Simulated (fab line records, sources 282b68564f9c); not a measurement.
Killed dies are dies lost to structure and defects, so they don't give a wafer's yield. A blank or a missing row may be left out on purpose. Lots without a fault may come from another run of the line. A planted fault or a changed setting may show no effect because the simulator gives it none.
Which tool did it? | flow rit_cmos | 13 lots, 39 wafers sampled, at 2 steps of a route of 202

WHAT THE GAUGES READ, wafer by wafer
RIT_GATE_CD_MEAS_16: target cd 150 nm.
lot  | measured    | on        | cd_nm (nm)
L567 | day 3 06:00 | cd_sem-01 | 151.3 150.9 149.4
L568 | day 3 10:52 | cd_sem-02 | 149.3 149.3 149.7
L569 | day 3 22:34 | cd_sem-01 | 150.8 146.7 150.4
L570 | day 4 03:26 | cd_sem-02 | 151.1 149.6 151.9
L574 | day 4 21:36 | cd_sem-01 | 146.0 145.4 148.4
L575 | day 4 21:42 | cd_sem-02 | 149.0 149.8 148.4
L578 | day 5 16:56 | cd_sem-02 | 149.8 147.4 149.8
L577 | day 5 17:12 | cd_sem-01 | 138.0 136.9 138.4
L581 | day 6 03:33 | cd_sem-02 | 152.0 148.7 150.5
L583 | day 6 13:06 | cd_sem-02 | 152.8 152.7 149.9
L588 | day 7 02:17 | cd_sem-02 | 149.2 149.0 152.3
L589 | day 7 10:57 | cd_sem-02 | 150.2 150.1 151.5
L590 | day 7 12:48 | cd_sem-01 | 149.9 151.0 149.4

WHICH TOOL RAN EACH LOT (tool, then ch and the chambers of the sampled wafers, then the start)
lot  | RIT_GATE_EXPOSE_13
L567 | iline_stepper-01 ch 0, day 3 05:36
L568 | iline_stepper-02 ch 0, day 3 10:28
L569 | iline_stepper-02 ch 0, day 3 21:54
L570 | iline_stepper-01 ch 0, day 4 03:02
L574 | iline_stepper-02 ch 0, day 4 21:12
L575 | iline_stepper-02 ch 0, day 4 21:18
L578 | iline_stepper-01 ch 0, day 5 16:20
L577 | iline_stepper-01 ch 0, day 5 16:27
L581 | iline_stepper-01 ch 0, day 6 03:00
L583 | iline_stepper-01 ch 0, day 6 12:30
L588 | iline_stepper-01 ch 0, day 7 01:53
L589 | iline_stepper-02 ch 0, day 7 10:33
L590 | iline_stepper-01 ch 0, day 7 12:20
- RIT_GATE_EXPOSE_13: exposes mask M6, target cd 150 nm.

WHAT THE TOOLS THEMSELVES READ (means of the sampled wafers that have a number; where no wafer has one, the mark that the record gives instead)
The record holds no such reading with a usual standard deviation.

THE ANSWER, worked out from the rows above alone
Rule: what is usual is taken from the lots themselves. Put in order of their means at a reading, lots are off if they are a third of the lots or fewer, leave a main group of 4 or more, and stand apart from it by a gap of 3 or more times the standard deviation of the main group's means; of several such gaps the widest counts. A main group whose means are all the same, to the digits that the tables above print for the reading, isn't used. A lot without any number at a reading at which 4 lots or more have one is off too. The other lots that the step has rows for count as sound. The gauges are gone through in route order, then the tools' own readings, and for those a lot's mean is taken as printed above. The first step at which some lot is off is used, and at that step the reading that is off furthest; a lot without a number counts as furthest.
Off: L577, at RIT_GATE_CD_MEAS_16 (cd_nm). The main group: mean 149.8 nm, standard deviation 1.2.
A tool fits if, at a process step before that reading, it ran every lot that is off, and no sound lot after the first of them. The gauges at RIT_GATE_CD_MEAS_16 are tried like those tools. None of those tried fits.

WHAT THE SIMULATOR HAD PUT IN
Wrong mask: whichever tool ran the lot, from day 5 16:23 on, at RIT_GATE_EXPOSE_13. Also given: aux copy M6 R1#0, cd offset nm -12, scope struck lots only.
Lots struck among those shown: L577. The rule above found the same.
